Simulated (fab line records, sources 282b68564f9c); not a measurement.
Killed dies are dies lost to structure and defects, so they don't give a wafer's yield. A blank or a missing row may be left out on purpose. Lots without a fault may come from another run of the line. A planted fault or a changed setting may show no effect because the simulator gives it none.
A struck lot beside a sound one | flow rit_cmos | 43 steps out of a route of 202
Sound: wafers L387.2, L387.3, L387.5. Struck: wafers L395.1, L395.3, L395.5. The cause comes at the end.
At each step with rows: each side's tool, then ch and its chambers, then its first start. Under that, the readings that differ: sound wafers | struck wafers | difference of the means | sigmas: that difference in standard deviations of wafers without a fault.
alike: readings whose means differ by less than 2 such deviations, and words and numbers that are the same on both sides. not compared: withheld readings, readings that some wafer has no value for, bounds like >300 that may hide the same value, and numbers for which the record gives no deviation and whose values overlap.
The two part at a step that has a row with sigmas, a row that says differs or no value, or rows on one side only. Numbers that don't overlap but have no deviation are shown without sigmas and don't part them. A reading that every wafer of one side lacks parts them only if that side has two wafers or more.

first, 2 steps without rows for these wafers: RIT_REOX_CLEAN_02 (cleans in SC2, time 600 s); RIT_REOX_OXIDATION_03 (target thk 25.2 nm, ox time 5580 s).
RIT_REOX_THK_MEAS_04:
  sound on film_metro-01, day 3 03:10; struck on film_metro-03, day 4 11:35
  reading             | sound          | struck         | difference | sigmas
  REOX_OXIDE_THK (nm) | 25.3 25.4 25.0 | 24.3 24.5 24.3 | -0.9       | -2
then, 6 steps without rows for these wafers: RIT_NLDD_HMDS_00 (prime time 60 s); RIT_NLDD_COAT_01 (resist thk 1000 nm); RIT_NLDD_SOFTBAKE_02 (time 60 s); RIT_NLDD_EXPOSE_03 (exposes mask M7, target cd 40700 nm); RIT_NLDD_PEB_04; RIT_NLDD_DEVELOP_05 (develop time 50 s).
RIT_NLDD_OVL_MEAS_06:
  sound on overlay-02, day 3 04:11; struck on overlay-01, day 4 12:29
  alike: NLDD_OVL
then, 2 steps without rows for these wafers: RIT_NLDD_HARDBAKE_07 (time 60 s); RIT_NLDD_IMPLANT_08.
RIT_NLDD_STRIP_09: strips in O2, time 180 s.
  sound on plasma_asher-04 ch 0,1, day 3 04:31; struck on plasma_asher-04 ch 0,1, day 4 12:49
  alike: drypump_motor_current_A
  not compared: rf_hours_counter_h
RIT_NLDD_TW_MEAS_10:
  sound on film_metro-03, day 3 04:43; struck on film_metro-03, day 4 13:00
  alike: NLDD_TW
then, 6 steps without rows for these wafers: RIT_PLDD_HMDS_00 (prime time 60 s); RIT_PLDD_COAT_01 (resist thk 1000 nm); RIT_PLDD_SOFTBAKE_02 (time 60 s); RIT_PLDD_EXPOSE_03 (exposes mask M8, target cd 40900 nm); RIT_PLDD_PEB_04; RIT_PLDD_DEVELOP_05 (develop time 50 s).
RIT_PLDD_OVL_MEAS_06:
  sound on overlay-01, day 3 05:44; struck on overlay-01, day 4 14:02
  alike: PLDD_OVL
then, 2 steps without rows for these wafers: RIT_PLDD_HARDBAKE_07 (time 60 s); RIT_PLDD_IMPLANT_08.
RIT_PLDD_STRIP_09: strips in O2, time 180 s.
  sound on plasma_asher-01 ch 0,1, day 3 06:04; struck on plasma_asher-01 ch 0,1, day 4 14:22
  alike: drypump_motor_current_A
  not compared: rf_hours_counter_h
RIT_PLDD_TW_MEAS_10:
  sound on film_metro-03, day 3 06:16; struck on film_metro-02, day 4 14:32
  alike: PLDD_TW
then, 4 steps without rows for these wafers: RIT_SPACER_CLEAN_00 (cleans in SC1, time 600 s); RIT_SPACER_CLEAN_01 (cleans in dHF, time 30 s); RIT_SPACER_CLEAN_02 (cleans in SC2, time 600 s); RIT_SPACER_CVD_03 (deposits Si3N4 from SiH2Cl2/NH3, target thk 250 nm, time 3300 s).
RIT_SPACER_THK_MEAS_04:
  sound on film_metro-04, day 3 08:37; struck on film_metro-01, day 4 16:55
  alike: SPACER_NITRIDE_THK
RIT_SPACER_ETCHBACK_05: etches Si3N4 in SF6/CHF3, stops on SiO2, target depth 250 nm, time 240 s.
  sound on rie_diel-02 ch 0,1,2, day 3 08:40; struck on rie_diel-03 ch 0,2,3, day 4 16:59
  alike: drypump_motor_current_A, oes_product_au, throttle_valve_pct
  not compared: rf_hours_counter_h
then, 6 steps without rows for these wafers: RIT_NSD_HMDS_00 (prime time 60 s); RIT_NSD_COAT_01 (resist thk 1000 nm); RIT_NSD_SOFTBAKE_02 (time 60 s); RIT_NSD_EXPOSE_03 (exposes mask M9, target cd 40700 nm); RIT_NSD_PEB_04; RIT_NSD_DEVELOP_05 (develop time 50 s).
RIT_NSD_OVL_MEAS_06:
  sound on overlay-02, day 3 09:48; struck on overlay-01, day 4 17:59
  alike: NSD_OVL
then, 2 steps without rows for these wafers: RIT_NSD_HARDBAKE_07 (time 60 s); RIT_NSD_IMPLANT_08.
RIT_NSD_STRIP_09: strips in O2, time 180 s.
  sound on plasma_asher-04 ch 0,1, day 3 10:08; struck on plasma_asher-04 ch 0, day 4 18:19
  alike: drypump_motor_current_A
  not compared: rf_hours_counter_h
RIT_NSD_TW_MEAS_10:
  sound on film_metro-02, day 3 10:19; struck on film_metro-02, day 4 18:29
  alike: NSD_TW
RIT_M1_PROBE_99:
  sound on prober-02, day 3 20:17; struck on prober-02, day 5 03:40
  reading             | sound | struck                                                                     | difference                   | sigmas
  hold                | - - - | await_dispo/0.9h/release await_dispo/0.9h/release await_dispo/0.9h/release | no value on the sound wafers |
  killed_at_front_end | 4 8 6 | 33 22 22                                                                   | +20                          | +7
  killed_dies         | 4 8 6 | 33 22 22                                                                   | +20                          | +7
  killed_on_rim       | 2 3 3 | 7 10 13                                                                    | +7                           | +5
  alike: killed_at_M0_to_M3, killed_open, killed_short

WHERE THEY PART
First at RIT_REOX_THK_MEAS_04; last, within this record, at RIT_M1_PROBE_99.

WHY: what the simulator had put in
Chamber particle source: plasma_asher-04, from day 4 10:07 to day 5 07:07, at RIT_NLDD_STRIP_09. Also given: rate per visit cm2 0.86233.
